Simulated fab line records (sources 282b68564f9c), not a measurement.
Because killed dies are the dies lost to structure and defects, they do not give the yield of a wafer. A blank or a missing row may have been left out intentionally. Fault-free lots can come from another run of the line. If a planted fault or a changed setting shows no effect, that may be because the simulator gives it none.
A struck lot beside a sound one | flow rit cmos | 16 steps out of a route of 202
Sound: the wafers L778.4, L778.5, L778.6. The struck wafers were L788.2, L788.3, L788.4. Last of all comes the cause.
Order at every step that has rows: each side's tool, ch and its chambers, its first start. Under that, the readings that differ: sound wafers | struck wafers | difference of the means | sigmas: that difference in standard deviations of wafers without a fault.
alike: same words and numbers on both sides, and readings whose means sit less than 2 such deviations apart. not compared: any withheld reading, any reading some wafer has no value for, any bound like >300 that may hide the same value, and any number with overlapping values for which the record gives no deviation.
The two part at a step that has a row with sigmas, a row that says differs or no value, or rows on one side only. Non-overlapping numbers with no deviation appear without sigmas and do not part them. Lack of a reading on every wafer of one side parts them only where that side has two or more wafers.

RIT_ACTIVE_BOW_MEAS_00:
  sound on film metro-02, day 2 11:04; struck on film metro-04, day 4 13:01
  alike: INCOMING_BOW
then, 1 step without rows for these wafers: RIT_ACTIVE_OXIDATION_01 (target thk 46.8 nm, ox time 3360 s).
RIT_ACTIVE_THK_MEAS_02:
  sound on film metro-03, day 2 16:47; struck on film metro-03, day 4 18:44
  alike: ACTIVE_OXIDE_THK
then, 1 step without rows for these wafers: RIT_ACTIVE_CVD_03 (deposits Si3N4 from SiH2Cl2/NH3, target thk 150 nm, time 1500 s).
RIT_ACTIVE_THK_MEAS_04:
  sound on film metro-03, day 2 18:15; struck on film metro-02, day 4 20:13
  alike: ACTIVE_NITRIDE_THK
then, 5 steps without rows for these wafers: RIT_ACTIVE_HMDS_05 (prime time 60 s); RIT_ACTIVE_COAT_06 (resist thk 1000 nm); RIT_ACTIVE_SOFTBAKE_07 (time 60 s); RIT_ACTIVE_EXPOSE_08 (exposes mask M1, target cd 1400 nm); RIT_ACTIVE_PEB_09.
RIT_ACTIVE_DEVELOP_10: develop time 50 s.
  sound on litho track-04 ch 0, day 2 19:00; struck on litho track-04 ch 0, day 4 21:00
RIT_ACTIVE_CD_MEAS_11 targets a cd of 1400 nm.
  sound on cd sem-02, day 2 19:19; struck on cd sem-02, day 4 21:08
  reading    | sound                | struck               | difference | sigmas
  cd nm (nm) | 1402.5 1403.4 1404.0 | 1355.6 1356.1 1356.7 | -47.2      | -19
then, 1 step without rows for these wafers: RIT_ACTIVE_HARDBAKE_12 (time 60 s).
RIT_ACTIVE_ETCH_13: etches Si3N4 in SF6, stops on SiO2, time 210 s, target depth 210 nm.
  sound on rie diel-04 ch 0,1,2, day 2 19:36; struck on rie diel-01 ch 1,2,3, day 4 21:23
  reading                 | sound          | struck         | difference | sigmas
  model.ACTIVE.cd nm (nm) | 1402 1403 1404 | 1356 1356 1357 | -47        |
  alike: drypump motor current A, oes product au, throttle valve pct
  not compared: rf hours counter h
RIT_ACTIVE_STRIP_14: strips in O2, time 180 s.
  sound on plasma asher-02 ch 0,1, day 2 19:43; struck on plasma asher-03 ch 0,1, day 4 21:31
  alike: drypump motor current A
  not compared: rf hours counter h
RIT_M1_PROBE_99:
  sound on prober-02, day 4 17:32; struck on prober-01, day 6 17:31
  reading                             | sound          | struck         | difference | sigmas
  model.etest.nplus sal.width nm (nm) | 3457 3458 3476 | 3408 3402 3415 | -55        |
  model.etest.pplus sal.width nm (nm) | 3477 3429 3470 | 3392 3412 3400 | -57        |
  model.etest.nldd.width nm (nm)      | 3206 3204 3197 | 3143 3152 3166 | -49        |
  model.etest.pldd.width nm (nm)      | 3202 3195 3207 | 3138 3146 3159 | -54        |
  alike: killed at contacts, killed at front end, killed dies, killed open, killed short

## WHERE THEY PART
At RIT_ACTIVE_CD_MEAS_11 and nowhere else, as far as this record goes. Later steps at which nothing parts them and some readings are alike: RIT_ACTIVE_ETCH_13, RIT_ACTIVE_STRIP_14, RIT_M1_PROBE_99.

WHY: the cause the simulator had injected
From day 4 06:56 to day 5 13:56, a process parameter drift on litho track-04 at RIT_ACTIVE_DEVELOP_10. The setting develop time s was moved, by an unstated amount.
